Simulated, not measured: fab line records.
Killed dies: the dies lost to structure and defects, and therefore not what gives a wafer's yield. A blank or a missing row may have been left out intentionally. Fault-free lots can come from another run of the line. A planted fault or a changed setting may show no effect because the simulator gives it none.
Problem report in the 8D (eight disciplines) form, filled by code | flow berkeleyCmos170 | the parts of the form that need people (team, actions taken, sign-off) are left out

1. THE ISSUE
Wafers without a fault read 128.5 s, standard deviation 0.4; runLengthS at UCB170_SPACER_ETCHBACK_03 reads a mean of 156.6 s on 6 wafers belonging to 2 lots. Measured from the usual mean, that is +70 standard deviations.
The step: etches SiO2 in CHF3/CF4/Ar, stops on Si, target depth 376 nm, time 100 s.
The first sign was on wafer L173.3 at day 8 02:43, on rieDiel-03. The record has a number at this step for 18 wafers belonging to 6 lots. By rule, "out" or "out of limits" means more than 4 standard deviations away from the usual mean. The rest of the wafers with a number are treated as sound.

2. WHAT THIS IS AND IS NOT
question                    | is                       | is not
which readings at this step | runLengthS, oesProductAu | drypumpMotorCurrentA, throttleValvePct
which lots                  | L173, L175               | L163, L177, L178, L179
which wafers of those lots  | all that have a number   | -
read on which tools         | rieDiel-03               | rieDiel-01, rieDiel-02
when                        | from day 8 02:43         | up to then (3 sound wafers); but 9 sound wafers of L177, L178, L179 came after

3. THE SUSPECTS, EACH WITH WHAT RULES IT OUT
Counting: a tool at a process step up to the reading stays a suspect if it ran every lot that is out and no sound lot after the first of them.
- rieDiel-03 at UCB170_SPACER_ETCHBACK_03 (etches SiO2 in CHF3/CF4/Ar, stops on Si, target depth 376 nm, time 100 s): kept. It ran every lot that is out, first L173 (day 8 02:43), and no sound lot after that; its last sound lot up to then is L163 (day 5 22:24). Its own oesProductAu, runLengthS readings are out on those wafers.
Left after counting: rieDiel-03 at UCB170_SPACER_ETCHBACK_03.

4. THE CAUSE (what the simulator had put in)
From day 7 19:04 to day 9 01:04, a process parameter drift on rieDiel-03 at UCB170_SPACER_ETCHBACK_03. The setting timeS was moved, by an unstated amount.
Counting left only this tool.

5. THE EFFECT CHAIN, in route order
Each row: a reading whose mean over the struck wafers that have a number lies more than 3 standard deviations from the usual. Scope: only readings with a usual standard deviation given in the record; hours: median across lots of the time from each lot's start at the first step in this table that gives one to its start at this step; sigmas: change in usual standard deviations.
hours | step                      | reading      | usual      | on struck wafers | change | sigmas
0     | UCB170_SPACER_ETCHBACK_03 | oesProductAu | 0.901 a.u. | 0.749            | -0.152 | -9.0
0     | UCB170_SPACER_ETCHBACK_03 | runLengthS   | 128.5 s    | 156.6            | +28.1  | +70
Here are the process steps it includes:
- UCB170_SPACER_ETCHBACK_03: etches SiO2 in CHF3/CF4/Ar, stops on Si, target depth 376 nm, time 100 s.

6. WHAT WOULD HAVE CAUGHT IT SOONER
The fault began at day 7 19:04; the first out-of-limits reading in this record came at day 8 02:43, 8 hours later.
